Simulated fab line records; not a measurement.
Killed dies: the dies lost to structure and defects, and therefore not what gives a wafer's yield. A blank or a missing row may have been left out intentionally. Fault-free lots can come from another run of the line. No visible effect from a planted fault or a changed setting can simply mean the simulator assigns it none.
A lot that was struck, set against a sound lot    flow rit cmos    43 out of 202 route steps
Sound: the wafers L247.3, L247.5, L247.6. Wafers struck: L251.2, L251.4, L251.6. The cause is named last.
Order at every step that has rows: each side's tool, ch and its chambers, its first start. Under that, the readings that differ: sound wafers    struck wafers    difference of the means    sigmas: that difference in standard deviations of wafers without a fault.
alike: a reading whose means differ by less than 2 such deviations, as well as words and numbers matching on both sides. not compared: withheld readings; readings where some wafer has no value; bounds like >300 that might hide an equal value; numbers whose values overlap and for which the record gives no deviation.
The two part at a step that has a row with sigmas, a row that says differs or no value, or rows on one side only. Non-overlapping numbers with no deviation appear without sigmas and do not part them. Lack of a reading on every wafer of one side parts them only where that side has two or more wafers.

RIT_ACTIVE_THK_MEAS_02:
  struck on film metro-02, day 3 09:04; sound on film metro-01, day 2 14:03
  alike: ACTIVE_OXIDE_THK
then, 1 step without rows for these wafers: RIT_ACTIVE_CVD_03 (deposits Si3N4 from SiH2Cl2/NH3, target thk 150 nm, time 1500 s).
RIT_ACTIVE_THK_MEAS_04:
  struck on film metro-03, day 3 10:32; sound on film metro-02, day 2 15:31
reading                  sound              struck             difference  sigmas
ACTIVE_NITRIDE_THK (nm)  152.4 152.6 152.1  147.7 148.7 150.2  -3.5        -2
then, 6 steps without rows for these wafers: RIT_ACTIVE_HMDS_05 (prime time 60 s); RIT_ACTIVE_COAT_06 (resist thk 1000 nm); RIT_ACTIVE_SOFTBAKE_07 (time 60 s); RIT_ACTIVE_EXPOSE_08 (exposes mask M1, target cd 1400 nm); RIT_ACTIVE_PEB_09; RIT_ACTIVE_DEVELOP_10 (develop time 50 s).
RIT_ACTIVE_CD_MEAS_11: the cd target is 1400 nm.
  struck on cd sem-01, day 3 11:28; sound on cd sem-02, day 2 16:35
reading     sound                 struck                difference  sigmas
cd nm (nm)  1399.1 1398.1 1397.7  1402.2 1402.1 1403.1  +4.2        +2
then, 1 step without rows for these wafers: RIT_ACTIVE_HARDBAKE_12 (time 60 s).
RIT_ACTIVE_ETCH_13: etches Si3N4 in SF6, stops on SiO2, time 210 s, target depth 210 nm.
  sound on rie diel-03 ch 0,1,3, day 2 16:49; struck on rie diel-01 ch 0,1, day 3 11:43
  alike: SF6_flow_sccm, drypump motor current A, oes product au, throttle valve pct
  not compared: rf hours counter h
RIT_ACTIVE_STRIP_14: strips in O2, time 180 s.
  sound on plasma asher-01 ch 0,1, day 2 17:00; struck on plasma asher-01 ch 0,1, day 3 11:50
  alike: drypump motor current A
  not compared: rf hours counter h
RIT_ACTIVE_CD_MEAS_90: the cd target is 1400 nm.
  struck on cd sem-01, day 3 12:02; sound on cd sem-01, day 2 17:10
reading     sound                 struck                difference  sigmas
cd nm (nm)  1399.7 1397.9 1397.8  1401.9 1402.5 1403.2  +4.1        +2
then, 4 steps without rows for these wafers: RIT_ACTIVE_CLEAN_15 (cleans in SC1, time 600 s); RIT_ACTIVE_CLEAN_16 (cleans in dHF, time 30 s); RIT_ACTIVE_CLEAN_17 (cleans in SC2, time 600 s); RIT_FOX1_OXIDATION_00 (target thk 350.7 nm, ox time 1130 s).
RIT_FOX1_THK_MEAS_01:
  struck on film metro-03, day 3 15:38; sound on film metro-02, day 2 20:19
  alike: FOX1_OXIDE_THK
then, 2 steps without rows for these wafers: RIT_FOX1_WET_ETCH_02 (etches SiO2 in BOE, target depth 350 nm, time 390 s); RIT_FOX2_OXIDATION_00 (target thk 350.7 nm, ox time 1130 s).
RIT_FOX2_THK_MEAS_01:
  struck on film metro-03, day 3 17:50; sound on film metro-04, day 2 21:49
  alike: FOX2_OXIDE_THK
then, 2 steps without rows for these wafers: RIT_FOX2_CLEAN_02 (cleans in dHF, time 180 s); RIT_FOX2_WET_ETCH_03 (etches Si3N4 in H3PO4, target depth 195 nm, time 2700 s).
RIT_FOX2_THK_MEAS_90:
  struck on film metro-04, day 3 18:43; sound on film metro-03, day 2 22:46
  alike: FIELD_OXIDE_LEFT_1_THK
then, 6 steps without rows for these wafers: RIT_NWELL_HMDS_00 (prime time 60 s); RIT_NWELL_COAT_01 (resist thk 1300 nm); RIT_NWELL_SOFTBAKE_02 (time 60 s); RIT_NWELL_EXPOSE_03 (exposes mask M2, target cd 43900 nm); RIT_NWELL_PEB_04; RIT_NWELL_DEVELOP_05 (develop time 68 s).
RIT_NWELL_OVL_MEAS_06:
  struck on overlay-01, day 3 19:39; sound on overlay-02, day 2 23:41
  alike: NWELL_OVL
then, 2 steps without rows for these wafers: RIT_NWELL_HARDBAKE_07 (time 120 s); RIT_NWELL_IMPLANT_08.
RIT_NWELL_STRIP_09: strips in O2, time 180 s.
  sound on plasma asher-02 ch 0,1, day 3 00:10; struck on plasma asher-02 ch 0,1, day 3 20:05
  alike: drypump motor current A
  not compared: rf hours counter h
RIT_NWELL_TW_MEAS_10:
  struck on film metro-02, day 3 20:16; sound on film metro-04, day 3 00:19
  alike: NWELL_TW
then, 6 steps without rows for these wafers: RIT_PWELL_HMDS_00 (prime time 60 s); RIT_PWELL_COAT_01 (resist thk 1300 nm); RIT_PWELL_SOFTBAKE_02 (time 60 s); RIT_PWELL_EXPOSE_03 (exposes mask M3, target cd 43700 nm); RIT_PWELL_PEB_04; RIT_PWELL_DEVELOP_05 (develop time 68 s).
RIT_M1_PROBE_99:
  struck on prober-02, day 5 10:40; sound on prober-01, day 4 17:20
reading              sound  struck    difference  sigmas
killed at front end  7 3 6  21 19 18  +14         +5
killed dies          7 3 6  22 19 19  +15         +5
killed on rim        3 1 1  11 10 10  +9          +6
  alike: killed_at_M0_to_M3, killed at contacts, killed open, killed short

WHERE THEY PART
First at RIT_ACTIVE_THK_MEAS_04; last, within this record, at RIT_M1_PROBE_99.

WHY: whatever the simulator had introduced
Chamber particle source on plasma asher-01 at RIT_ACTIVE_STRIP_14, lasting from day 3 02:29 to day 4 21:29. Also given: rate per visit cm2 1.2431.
